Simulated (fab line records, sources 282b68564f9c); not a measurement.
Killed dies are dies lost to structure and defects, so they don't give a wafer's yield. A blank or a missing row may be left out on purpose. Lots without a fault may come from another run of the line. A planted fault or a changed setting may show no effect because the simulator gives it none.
Which tool did it? | flow rit_cmos | 6 lots, 18 wafers sampled, at 2 steps of a route of 202

WHAT THE GAUGES READ, wafer by wafer
RIT_ACTIVE_THK_MEAS_04.
lot  | measured    | on            | ACTIVE_NITRIDE_THK (nm)
L334 | day 2 04:32 | film_metro-03 | 152.2 151.1 150.8
L336 | day 2 14:51 | film_metro-03 | 151.6 152.1 152.6
L338 | day 3 05:04 | film_metro-01 | 153.3 154.9 152.6
L341 | day 3 16:57 | film_metro-03 | 124.1 124.3 123.4
L347 | day 4 23:43 | film_metro-04 | 150.8 150.0 150.1
L351 | day 5 18:28 | film_metro-03 | 151.2 151.4 150.9

WHICH TOOL RAN EACH LOT (tool, then ch and the chambers of the sampled wafers, then the start)
lot  | RIT_ACTIVE_CVD_03
L334 | lpcvd-02 ch 1, day 2 03:07
L336 | lpcvd-02 ch 0, day 2 13:26
L338 | lpcvd-02 ch 1, day 3 03:38
L341 | lpcvd-02 ch 1, day 3 15:31
L347 | lpcvd-01 ch 0, day 4 22:18
L351 | lpcvd-01 ch 0, day 5 16:20
- RIT_ACTIVE_CVD_03: deposits Si3N4 from SiH2Cl2/NH3, target thk 150 nm, time 1500 s.

THE ANSWER, worked out from the rows above alone
Rule: what is usual is taken from the lots themselves. Put in order of their means at a reading, lots are off if they are a third of the lots or fewer, leave a main group of 4 or more, and stand apart from it by a gap of 3 or more times the standard deviation of the main group's means; of several such gaps the widest counts. A main group whose means are all the same, to the digits that the tables above print for the reading, isn't used. A lot without any number at a reading at which 4 lots or more have one is off too. The other lots that the step has rows for count as sound.
Off: L341, at RIT_ACTIVE_THK_MEAS_04 (ACTIVE_NITRIDE_THK). The main group: mean 151.7 nm, standard deviation 1.1.
A tool fits if, at a process step before that reading, it ran every lot that is off, and no sound lot after the first of them. The gauges at RIT_ACTIVE_THK_MEAS_04 are tried like those tools. One fits: lpcvd-02 at RIT_ACTIVE_CVD_03. Its last sound lot is L338 (day 3 03:38), its first lot that is off L341 (day 3 15:31): a fault that began between those two fits.

WHAT THE SIMULATOR HAD PUT IN
Process parameter drift: lpcvd-02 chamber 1, from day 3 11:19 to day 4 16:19, at RIT_ACTIVE_CVD_03. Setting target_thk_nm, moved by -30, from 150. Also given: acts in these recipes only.
Lots struck among those shown: L341. The rule above found the same.
